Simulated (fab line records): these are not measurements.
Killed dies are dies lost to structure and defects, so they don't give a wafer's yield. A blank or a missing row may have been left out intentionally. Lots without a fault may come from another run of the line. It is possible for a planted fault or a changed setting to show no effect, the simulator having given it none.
Split-lot trial + flow berkeleyCmos170 + on a route of 331 steps: 5 lots, 23 wafers read

ON THE SPLIT
At UCB170_CONTACT_EXPOSE_12 (exposes mask CONT, target cd 700 nm), the setting doseMj was moved away from the recipe's 35 on 9 of the 23 wafers read, by -2.7% to +6.9%. All remaining wafers had this setting at the recipe value.

FROM THE SPLIT TO THE READING: what the file shows between them, 6 steps
- UCB170_CONTACT_PEB_13
- UCB170_CONTACT_DEVELOP_14: develop time 45 s
- UCB170_CONTACT_CD_MEAS_15: target cd 700 nm
- UCB170_CONTACT_ETCH_17: etches BARC in N2/H2
- UCB170_CONTACT_ETCH_18: etches PSG in CHF3/CF4/Ar, stops on TiSi2, target depth 840 nm, time 195 s (also split here: rfW)
- UCB170_CONTACT_STRIP_19: strips in O2

THE READING
Shown in nm: cdNm at UCB170_CONTACT_CD_MEAS_90, with target cd 700 nm. On this fab line, fault-free wafers typically give 700.6 nm with a standard deviation of 1.6 nm.

| wafer  | tool, chamber at the split | doseMj as run | against the recipe | cdNm, nm | against lot-mates on the recipe |
|--------|----------------------------|---------------|--------------------|----------|---------------------------------|
| L074.1 | krfScanner-02, 0           | 35            | recipe             | 702.1    | -                               |
| L074.2 | krfScanner-02, 0           | 35            | recipe             | 700.5    | -                               |
| L074.3 | krfScanner-02, 0           | 35            | recipe             | 701.0    | -                               |
| L074.5 | krfScanner-02, 0           | 34.06         | -2.7%              | 696.5    | -4.7                            |
| L074.6 | krfScanner-02, 0           | 34.06         | -2.7%              | 695.6    | -5.6                            |
| L080.2 | krfScanner-01, 0           | 35            | recipe             | 703.0    | -                               |
| L080.3 | krfScanner-01, 0           | 35            | recipe             | 703.9    | -                               |
| L080.4 | krfScanner-01, 0           | 35            | recipe             | 702.3    | -                               |
| L081.1 | krfScanner-01, 0           | 36.23         | +3.5%              | 707.5    | +6.9                            |
| L081.2 | krfScanner-01, 0           | 35            | recipe             | 699.3    | -                               |
| L081.4 | krfScanner-01, 0           | 35            | recipe             | 702.3    | -                               |
| L081.5 | krfScanner-01, 0           | 36.23         | +3.5%              | 705.7    | +5.1                            |
| L081.6 | krfScanner-01, 0           | 35            | recipe             | 700.2    | -                               |
| L083.2 | krfScanner-02, 0           | 35            | recipe             | 697.7    | -                               |
| L083.3 | krfScanner-02, 0           | 35.75         | +2.1%              | 700.8    | +3.0                            |
| L083.4 | krfScanner-02, 0           | 35.75         | +2.1%              | 703.1    | +5.3                            |
| L083.5 | krfScanner-02, 0           | 35            | recipe             | 698.2    | -                               |
| L083.6 | krfScanner-02, 0           | 35            | recipe             | 697.4    | -                               |
| L085.2 | krfScanner-01, 0           | 35            | recipe             | 704.0    | -                               |
| L085.3 | krfScanner-01, 0           | 37.41         | +6.9%              | 713.7    | +10.6                           |
| L085.4 | krfScanner-01, 0           | 37.41         | +6.9%              | 713.3    | +10.1                           |
| L085.5 | krfScanner-01, 0           | 35            | recipe             | 702.3    | -                               |
| L085.6 | krfScanner-01, 0           | 37.41         | +6.9%              | 713.4    | +10.2                           |

THE FIT
A straight line over all 23 wafers: cdNm changes by +1.75 nm for each +1% of doseMj; r = +0.92; the points scatter about the line by 2 nm.
The same after taking each lot's own level away (the mean of its wafers on the recipe; 23 wafers): +1.59 nm for each +1%; r = +0.98; scatter 0.93 nm.
That fit puts the effect of the largest move of doseMj on the reading at 11 nm.
The span of the lots' own levels, 697.77 to 703.15 nm, comes to 3.4 times the standard deviation stated above.
So the slope is not independent of the lot-to-lot level: the two fits are not the same.
Check: for one of the wafers moved furthest among these (+6.9%), held out of the fit, the line's prediction against its lot-mates is +11 nm. Against them it came out at +10.6 nm.

THE OTHER SPLITS THESE WAFERS WENT THROUGH
These wafers also went through other splits before the reading. Each is held against what the fit with the lots' levels taken away leaves over:
| other split on the same wafers    | wafers away from the commonest value | r with cdNm (lot level and that fit taken away) |
|-----------------------------------|--------------------------------------|-------------------------------------------------|
| UCB170_SILICIDE_SPUTTER_01 powerW | 7                                    | +0.38                                           |
| UCB170_CONTACT_ETCH_18 rfW        | 5                                    | +0.22                                           |

THE WHOLE CHAIN: every reading that the file lists as answering this split, in the file's order
| step                      | what it does         | reading                                                       | change (the file's fit)              | r (the file's) |
|---------------------------|----------------------|---------------------------------------------------------------|--------------------------------------|----------------|
| UCB170_CONTACT_CD_MEAS_15 | target cd 700 nm     | cdNm                                                          | +1.64 nm for each +1% of the setting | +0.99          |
| UCB170_CONTACT_ETCH_17    | etches BARC in N2/H2 | CONTACT.cdNm (the simulator's own value, which no gauge read) | +1.65 nm for each +1% of the setting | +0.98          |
| UCB170_CONTACT_CD_MEAS_90 | target cd 700 nm     | cdNm                                                          | +1.61 nm for each +1% of the setting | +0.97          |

THE FILE'S OWN FIT
cdNm changes by +1.61 nm for each +1% of doseMj, r = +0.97.
